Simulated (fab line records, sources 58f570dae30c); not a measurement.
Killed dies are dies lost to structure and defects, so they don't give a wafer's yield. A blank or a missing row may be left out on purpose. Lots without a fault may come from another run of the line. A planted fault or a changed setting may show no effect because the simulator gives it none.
Which tool did it? | flow berkeley_cmos170 | 14 lots, 42 wafers sampled, at 3 steps of a route of 331

WHAT THE GAUGES READ, wafer by wafer
UCB170_V1_BOW_MEAS_03.
lot  | measured     | on            | V1_BOW (um)
L531 | day 7 08:29  | film_metro-04 | 15 10 18
L532 | day 8 00:04  | film_metro-02 | 18 14 16
L533 | day 8 00:03  | film_metro-04 | 26 14 21
L534 | day 8 16:36  | film_metro-01 | 24 27 27
L536 | day 8 16:37  | film_metro-04 | 25 11 21
L537 | day 8 23:13  | film_metro-04 | 21 19 25
L541 | day 9 23:52  | film_metro-04 | 43 42 30
L543 | day 9 23:53  | film_metro-01 | 33 44 27
L548 | day 10 16:12 | film_metro-04 | 31 27 18
L547 | day 10 18:10 | film_metro-04 | 20 6 18
L550 | day 11 15:48 | film_metro-01 | 13 15 15
L551 | day 11 19:08 | film_metro-01 | 14 11 12
L553 | day 11 21:41 | film_metro-01 | 19 20 7
L554 | day 12 02:08 | film_metro-01 | 23 18 16

UCB170_V1_THK_MEAS_04.
lot  | measured     | on            | V1_POLISHED_THK (nm)
L531 | day 7 08:36  | film_metro-04 | 999.4 999.1 999.0
L532 | day 8 00:11  | film_metro-02 | 998.4 1000.0 1000.4
L533 | day 8 00:10  | film_metro-04 | 1000.5 1001.1 1001.6
L534 | day 8 16:43  | film_metro-01 | 1001.9 999.0 998.2
L536 | day 8 16:44  | film_metro-04 | 1000.5 999.6 1000.1
L537 | day 8 23:19  | film_metro-04 | 999.9 1000.2 1000.4
L541 | day 9 23:58  | film_metro-04 | 1978.0 1986.2 2035.1
L543 | day 9 23:59  | film_metro-01 | 2018.8 2064.3 2054.5
L548 | day 10 16:19 | film_metro-04 | 1002.2 1000.9 1000.1
L547 | day 10 18:16 | film_metro-04 | 1000.3 999.8 999.4
L550 | day 11 15:54 | film_metro-01 | 999.8 1000.3 998.9
L551 | day 11 19:14 | film_metro-01 | 999.7 999.5 1000.8
L553 | day 11 21:48 | film_metro-01 | 1002.2 1000.6 1000.6
L554 | day 12 02:15 | film_metro-01 | 1001.9 1000.0 1000.0

WHICH TOOL RAN EACH LOT (tool, then ch and the chambers of the sampled wafers, then the start)
lot  | UCB170_V1_CMP_02
L531 | cmp-02 ch 0,2,3, day 7 08:13
L532 | cmp-01 ch 1,2,3, day 7 23:45
L533 | cmp-02 ch 0,1, day 7 23:45
L534 | cmp-01 ch 0,3, day 8 16:18
L536 | cmp-02 ch 0,2,3, day 8 16:24
L537 | cmp-02 ch 0,1,2, day 8 22:56
L541 | cmp-02 ch 0,2,3, day 9 23:38
L543 | cmp-01 ch 0,1,2, day 9 23:41
L548 | cmp-01 ch 1,2,3, day 10 15:54
L547 | cmp-01 ch 0,2,3, day 10 17:58
L550 | cmp-02 ch 0,1,3, day 11 15:28
L551 | cmp-01 ch 0,1,3, day 11 18:57
L553 | cmp-02 ch 0,1,2, day 11 21:26
L554 | cmp-01 ch 0,2, day 12 01:53
- UCB170_V1_CMP_02: polishes SiO2.

WHAT THE TOOLS THEMSELVES READ (means of the sampled wafers that have a number; where no wafer has one, the mark that the record gives instead)
UCB170_V1_CMP_02.
lot  | tool   | edge_zone_pressure_frac | head_pressure_psi (psi) | motor_current_A (A)
L531 | cmp-02 | 1.001                   | 6.002                   | 16.0
L532 | cmp-01 | 1.003                   | 6.009                   | 16.2
L533 | cmp-02 | 0.997                   | 5.985                   | 15.2
L534 | cmp-01 | 1.002                   | 6.004                   | 15.8
L536 | cmp-02 | 1.003                   | 5.999                   | 15.8
L537 | cmp-02 | 1.002                   | 5.999                   | 15.8
L541 | cmp-02 | -                       | -                       | -
L543 | cmp-01 | -                       | -                       | -
L548 | cmp-01 | 1.001                   | 6.010                   | 16.5
L547 | cmp-01 | 1.005                   | 6.010                   | 16.1
L550 | cmp-02 | 1.002                   | 5.994                   | 16.2
L551 | cmp-01 | 1.000                   | 6.005                   | 16.8
L553 | cmp-02 | 0.997                   | 6.000                   | 15.2
L554 | cmp-01 | 1.000                   | 6.003                   | 16.5

THE ANSWER, worked out from the rows above alone
Rule: what is usual is taken from the lots themselves. Put in order of their means at a reading, lots are off if they are a third of the lots or fewer, leave a main group of 4 or more, and stand apart from it by a gap of 3 or more times the standard deviation of the main group's means; of several such gaps the widest counts. A main group whose means are all the same, to the digits that the tables above print for the reading, isn't used. A lot without any number at a reading at which 4 lots or more have one is off too. The other lots that the step has rows for count as sound. The gauges are gone through in route order, then the tools' own readings, and for those a lot's mean is taken as printed above. The first step at which some lot is off is used, and at that step the reading that is off furthest; a lot without a number counts as furthest.
Off: L541, L543, at UCB170_V1_THK_MEAS_04 (V1_POLISHED_THK). The main group: mean 1000.2 nm, standard deviation 0.63.
A tool fits if, at a process step before that reading, it ran every lot that is off, and no sound lot after the first of them. The gauges at UCB170_V1_THK_MEAS_04 aren't tried: what is off there is off at UCB170_V1_CMP_02 too, on other tools, and a gauge's error can't cause that. None of those tried fits.

WHAT THE SIMULATOR HAD PUT IN
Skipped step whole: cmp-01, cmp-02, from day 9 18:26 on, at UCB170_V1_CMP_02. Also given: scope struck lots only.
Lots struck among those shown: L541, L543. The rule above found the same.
